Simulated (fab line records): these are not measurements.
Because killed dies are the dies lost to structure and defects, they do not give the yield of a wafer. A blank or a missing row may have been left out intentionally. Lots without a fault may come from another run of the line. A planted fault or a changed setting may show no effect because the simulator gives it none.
A sampling plan put to the test | flow berkeley cmos170 | one line in one fab, 9 faults in these records, each fault weighed on the records of the lots it struck
Plan = the line's own looks (route steps where a gauge or an inspection reads the wafer without altering it). A look is open to judgement when struck wafers have a number at it and the file gives its usual mean and standard deviation on fault-free wafers. Caught: at a look after the fault's first step, the mean of the struck wafers lies 4 or more of those standard deviations (sigma) from the usual mean. On the tool: the test repeated on the tool's own readings taken at the fault's steps. Caught also covers a different recipe on the struck wafers, or a record left blank for those wafers only.

## THE FAULTS, as the simulator had put them in
1. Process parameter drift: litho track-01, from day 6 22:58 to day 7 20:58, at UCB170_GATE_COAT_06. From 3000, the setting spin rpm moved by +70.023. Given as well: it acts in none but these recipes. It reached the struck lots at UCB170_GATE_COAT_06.
2. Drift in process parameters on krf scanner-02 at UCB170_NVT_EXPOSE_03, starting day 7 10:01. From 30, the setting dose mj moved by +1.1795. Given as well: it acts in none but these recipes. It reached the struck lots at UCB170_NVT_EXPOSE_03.
3. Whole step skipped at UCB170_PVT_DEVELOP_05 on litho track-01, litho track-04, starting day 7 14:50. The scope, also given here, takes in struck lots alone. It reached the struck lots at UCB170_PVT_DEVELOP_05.
4. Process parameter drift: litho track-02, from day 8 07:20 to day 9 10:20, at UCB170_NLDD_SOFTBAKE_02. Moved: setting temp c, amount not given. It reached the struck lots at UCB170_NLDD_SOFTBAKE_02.
5. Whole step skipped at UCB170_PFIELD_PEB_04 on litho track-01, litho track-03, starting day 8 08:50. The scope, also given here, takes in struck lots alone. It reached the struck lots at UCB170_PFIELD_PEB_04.
6. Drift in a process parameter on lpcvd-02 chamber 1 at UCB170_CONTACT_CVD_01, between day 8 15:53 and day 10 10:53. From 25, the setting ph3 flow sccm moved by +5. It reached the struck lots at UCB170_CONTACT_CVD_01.
7. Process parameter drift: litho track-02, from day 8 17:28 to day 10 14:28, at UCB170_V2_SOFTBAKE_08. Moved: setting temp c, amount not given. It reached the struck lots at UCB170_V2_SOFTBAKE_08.
8. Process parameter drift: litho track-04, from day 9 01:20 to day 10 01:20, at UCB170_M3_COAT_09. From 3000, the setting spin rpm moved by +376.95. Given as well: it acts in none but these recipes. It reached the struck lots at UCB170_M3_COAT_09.
9. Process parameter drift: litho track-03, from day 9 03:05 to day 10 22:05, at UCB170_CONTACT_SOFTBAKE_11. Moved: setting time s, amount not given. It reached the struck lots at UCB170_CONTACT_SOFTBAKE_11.

## WHAT THE PLAN SAW
fault | on the tool itself                               | first look that catches it                   | reading, sigma | median hours from its first step to that look | hours from the fault's start to the first struck lot there | judged looks passed uncaught
1     | spin speed rpm +34 sigma                         | not the one look that can be judged after it | -              | -                                             | -                                                          | 1
2     | exposure dose mJ cm2 +38 sigma                   | not the one look that can be judged after it | -              | -                                             | -                                                          | 1
3     | the tool's record is blank for the struck wafers | not the one look that can be judged after it | -              | -                                             | -                                                          | 1
4     | heater power total W +39 sigma                   | UCB170_NLDD_CD_MEAS_06                       | cd nm +6.3     | 0.8                                           | 1                                                          | 0
5     | the tool's record is blank for the struck wafers | no look after it can be judged               | -              | -                                             | -                                                          | 0
6     | ph3 flow sccm +59 sigma                          | no look after it can be judged               | -              | -                                             | -                                                          | 0
7     | heater power total W +99 or beyond sigma         | UCB170_V2_CD_MEAS_12                         | cd nm +19      | 0.6                                           | 4                                                          | 0
8     | spin speed rpm +99 or beyond sigma               | no look after it can be judged               | -              | -                                             | -                                                          | 0
9     | heater power total W +61 sigma                   | no look after it can be judged               | -              | -                                             | -                                                          | 0
Dash: fault not caught, or number not given in these records.

Caught at a look: 2 of 9. Caught on the tool: 9 of 9. By one or the other: 9 of 9.
Caught on the tool alone: faults 1, 2, 3, 5, 6, 8, 9.

## THINNER SAMPLING
Were the look that catches a fault to measure just every second or every third lot (counted by lot number), the first struck lot would, at worst, be measured this late:
fault | struck lots at that look, in order of time | every lot | every second lot | every third lot
4     | L641, L643                                 | 1 h       | may miss all 2   | may miss all 2
7     | L973, L984                                 | 4 h       | 37 h             | may miss all 2
Hours count from the start of the fault until the first struck lot that is measured. Since the struck wafers were tested as one group against 4 sigma, a single lot by itself may lie under the limit. Other struck lots may not be in these records.

## THE LONGEST TIMED WAY FROM STEP TO LOOK
In fault 4, a median of 0.8 hours elapses between UCB170_NLDD_SOFTBAKE_02 and UCB170_NLDD_CD_MEAS_06. No look between them can be judged.
